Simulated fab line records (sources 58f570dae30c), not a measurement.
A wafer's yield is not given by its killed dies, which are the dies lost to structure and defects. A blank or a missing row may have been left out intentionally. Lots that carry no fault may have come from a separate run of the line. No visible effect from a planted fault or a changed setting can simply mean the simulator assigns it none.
Which tool was responsible? / flow berkeley-cmos170 / 39 wafers from 13 lots sampled at 2 of the route's 331 steps

== WHAT THE GAUGES READ, wafer by wafer ==
UCB170_M1_CD_MEAS_09: target cd 700 nm.
lot=L767; measured=day 8 19:02; on=cd-sem-01; cd-nm (nm)=697.8 697.1 697.9
lot=L770; measured=day 8 21:16; on=cd-sem-01; cd-nm (nm)=697.5 697.1 697.4
lot=L769; measured=day 8 21:28; on=cd-sem-02; cd-nm (nm)=698.4 699.3 698.6
lot=L771; measured=day 9 17:17; on=cd-sem-01; cd-nm (nm)=700.1 699.7 699.0
lot=L772; measured=day 9 17:31; on=cd-sem-02; cd-nm (nm)=698.1 697.4 697.9
lot=L775; measured=day 10 01:44; on=cd-sem-02; cd-nm (nm)=700.5 700.4 700.6
lot=L774; measured=day 10 01:58; on=cd-sem-02; cd-nm (nm)=701.1 700.6 701.3
lot=L777; measured=day 10 21:56; on=cd-sem-01; cd-nm (nm)=698.3 698.7 699.0
lot=L776; measured=day 10 22:11; on=cd-sem-02; cd-nm (nm)=616.4 615.3 615.8
lot=L780; measured=day 11 05:47; on=cd-sem-01; cd-nm (nm)=700.6 701.4 702.0
lot=L787; measured=day 12 08:19; on=cd-sem-01; cd-nm (nm)=700.2 701.0 701.3
lot=L786; measured=day 12 10:26; on=cd-sem-02; cd-nm (nm)=698.8 698.3 698.1
lot=L788; measured=day 13 06:08; on=cd-sem-02; cd-nm (nm)=701.2 701.7 702.5

== WHICH TOOL RAN EACH LOT (tool, then ch and the chambers of the sampled wafers, then the start) ==
lot=L767; UCB170_M1_EXPOSE_06=krf-scanner-01 ch 0, day 8 18:38
lot=L770; UCB170_M1_EXPOSE_06=krf-scanner-02 ch 0, day 8 20:50
lot=L769; UCB170_M1_EXPOSE_06=krf-scanner-01 ch 0, day 8 21:04
lot=L771; UCB170_M1_EXPOSE_06=krf-scanner-01 ch 0, day 9 16:53
lot=L772; UCB170_M1_EXPOSE_06=krf-scanner-01 ch 0, day 9 17:08
lot=L775; UCB170_M1_EXPOSE_06=krf-scanner-01 ch 0, day 10 01:11
lot=L774; UCB170_M1_EXPOSE_06=krf-scanner-02 ch 0, day 10 01:23
lot=L777; UCB170_M1_EXPOSE_06=krf-scanner-02 ch 0, day 10 21:32
lot=L776; UCB170_M1_EXPOSE_06=krf-scanner-01 ch 0, day 10 21:48
lot=L780; UCB170_M1_EXPOSE_06=krf-scanner-01 ch 0, day 11 05:13
lot=L787; UCB170_M1_EXPOSE_06=krf-scanner-02 ch 0, day 12 07:52
lot=L786; UCB170_M1_EXPOSE_06=krf-scanner-02 ch 0, day 12 10:00
lot=L788; UCB170_M1_EXPOSE_06=krf-scanner-02 ch 0, day 13 05:35
- UCB170_M1_EXPOSE_06: exposes mask METAL1, target cd 700 nm.

== AS READ BY THE TOOLS THEMSELVES (means over the sampled wafers that have a number; for cases with no such wafer, the mark the record gives instead) ==
The record holds no such reading with a usual standard deviation.

== THE ANSWER, worked out from the rows above alone ==
Rule: what is usual is taken from the lots themselves. The widest of any qualifying gaps counts: lots, ordered by their means at a reading, are off when they make up no more than a third of the lots, leave a main group of 4 or more, and stand apart from it by 3 or more times the standard deviation of that group's means. Not used: any main group whose means are identical at the precision the tables above print for the reading. A lot without any number at a reading at which 4 lots or more have one is off too. Any other lot the step has rows for is counted as sound. After the gauges, taken in route order, come the tools' own readings; for these a lot's mean is taken, as printed above. At the first step where some lot is off, the reading lying furthest off is the one used; lots without a number count as furthest.
Off, at UCB170_M1_CD_MEAS_09 on cd-nm: L776. The main group: mean 699.5 nm, standard deviation 1.5.
A tool fits if, at a process step before that reading, it ran every lot that is off, and no sound lot after the first of them. The gauges at UCB170_M1_CD_MEAS_09 are tried like those tools. Not one of the candidates tried fits.

== WHAT WAS PUT IN BY THE SIMULATOR ==
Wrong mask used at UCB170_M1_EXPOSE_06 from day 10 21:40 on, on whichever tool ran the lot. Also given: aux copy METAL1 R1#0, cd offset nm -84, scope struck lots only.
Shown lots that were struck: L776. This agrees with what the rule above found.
